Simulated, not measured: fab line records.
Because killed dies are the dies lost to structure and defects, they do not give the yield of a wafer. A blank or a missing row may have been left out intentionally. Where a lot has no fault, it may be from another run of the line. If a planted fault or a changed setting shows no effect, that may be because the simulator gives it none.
Chamber matching :: flow berkeley cmos170 :: rie diel-02 running UCB170_V1_ETCH_14: 4 sister chambers
The step etches SiO2 in CHF3/CF4/Ar, stops on Al, target depth 1250 nm, time 291 s. 4 wafers are shown with their chamber, then 8 later ones without.

== EACH WAFER AND ITS CHAMBER ==
wafer: L208.3
chamber: 0
drypump motor current A (A): 5.2

wafer: L225.1
chamber: 2
drypump motor current A (A): 5.6

wafer: L225.2
chamber: 1
drypump motor current A (A): 5.8

wafer: L226.1
chamber: 3
drypump motor current A (A): 5.4

== WAFERS WITH NO CHAMBER GIVEN ==
wafer: L226.2
drypump motor current A (A): 5.2

wafer: L226.6
drypump motor current A (A): 5.4

wafer: L227.3
drypump motor current A (A): 5.6

wafer: L227.5
drypump motor current A (A): 5.5

wafer: L227.6
drypump motor current A (A): 5.8

wafer: L229.1
drypump motor current A (A): 5.4

wafer: L229.3
drypump motor current A (A): 5.2

wafer: L229.4
drypump motor current A (A): 5.6

== THE CHAMBER EACH PASSED THROUGH ==
wafer: L226.2
from the rows above: 0
in truth: 0

wafer: L226.6
from the rows above: 3
in truth: 3

wafer: L227.3
from the rows above: 2
in truth: 2

wafer: L227.5
from the rows above: can't be placed: 2 or 3
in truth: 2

wafer: L227.6
from the rows above: 1
in truth: 1

wafer: L229.1
from the rows above: 3
in truth: 3

wafer: L229.3
from the rows above: 0
in truth: 0

wafer: L229.4
from the rows above: 2
in truth: 2
Correctly placed: 7 of 8. Cannot be placed on the basis of these rows: 1; the candidates contain the true chamber in 1. Placed wrongly: 0.
How it was worked out, from the rows above alone: a wafer's distance from a chamber is the root of the sum, over the readings, of the square of ((its reading less the chamber's mean) divided by the reading's scatter). If the next closest chamber is less than 2 further off than the closest, the wafer can't be placed; otherwise it belongs to the closest. Each chamber's mean is taken over the wafers shown for it. The scatter: with one shown wafer a chamber, the root of the mean of the squares of how far each hidden wafer lies from its nearest shown one.
